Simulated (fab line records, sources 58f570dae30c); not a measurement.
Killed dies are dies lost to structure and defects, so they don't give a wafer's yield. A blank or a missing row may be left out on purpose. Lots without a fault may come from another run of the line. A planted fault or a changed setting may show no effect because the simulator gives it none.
A struck lot beside a sound one | flow berkeley_cmos170 | 14 steps out of a route of 331
Sound: wafers L866.4, L866.5, L866.6. Struck: wafers L868.1, L868.2, L868.3. The cause comes at the end.
At each step with rows: each side's tool, then ch and its chambers, then its first start. Under that, the readings that differ: sound wafers | struck wafers | difference of the means | sigmas: that difference in standard deviations of wafers without a fault.
alike: readings whose means differ by less than 2 such deviations, and words and numbers that are the same on both sides. not compared: withheld readings, readings that some wafer has no value for, bounds like >300 that may hide the same value, and numbers for which the record gives no deviation and whose values overlap.
The two part at a step that has a row with sigmas, a row that says differs or no value, or rows on one side only. Numbers that don't overlap but have no deviation are shown without sigmas and don't part them. A reading that every wafer of one side lacks parts them only if that side has two wafers or more.

first, 2 steps without rows for these wafers: UCB170_FIELD_CLEAN_00 (cleans in dHF, time 7.5 s); UCB170_FIELD_OXIDATION_01 (target thk 558.3 nm, ox time 7200 s).
UCB170_FIELD_THK_MEAS_02:
  sound on film_metro-01, day 5 06:34; struck on film_metro-01, day 5 15:01
  alike: FIELD_OXIDE_THK
then, 4 steps without rows for these wafers: UCB170_FIELD_ANNEAL_03 (time 1200 s); UCB170_FIELD_WET_ETCH_04 (etches SiO2 in dHF, time 60 s); UCB170_FIELD_WET_ETCH_05 (etches Si3N4 in H3PO4, time 12600 s); UCB170_FIELD_WET_ETCH_06 (etches SiO2 in BOE, time 22 s).
UCB170_FIELD_THK_MEAS_90:
  sound on film_metro-01, day 5 11:44; struck on film_metro-02, day 5 20:28
  alike: FIELD_OXIDE_LEFT_1_THK
then, 2 steps without rows for these wafers: UCB170_SACOX_CLEAN_00 (cleans in dHF, time 7.5 s); UCB170_SACOX_OXIDATION_01 (target thk 14.4 nm, ox time 2400 s).
UCB170_SACOX_THK_MEAS_02:
  sound on film_metro-02, day 5 15:06; struck on film_metro-01, day 6 00:50
  alike: SACOX_OXIDE_THK
then, 1 step without rows for these wafers: UCB170_SCREENOX_WET_ETCH_00 (etches SiO2 in dHF, time 200 s).
UCB170_SCREENOX_OXIDATION_01: target thk 14.4 nm, ox time 2400 s.
  sound on furnace-03 ch 0, day 5 15:32; struck on furnace-03, day 6 03:23
  no value came back on the struck wafers for ox_temp_c (C), ox_temp_c_max, zone_power_source_pct (%); on the sound wafers ox_temp_c (C) reads 899.7 900.0 900.3
then, 1 step without rows for these wafers: UCB170_SCREENOX_ANNEAL_03 (time 900 s).

WHERE THEY PART
Only at UCB170_SCREENOX_OXIDATION_01, within this record.

WHY: what the simulator had put in
Skipped step whole: furnace-03, from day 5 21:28 on, at UCB170_SCREENOX_OXIDATION_01. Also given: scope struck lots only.
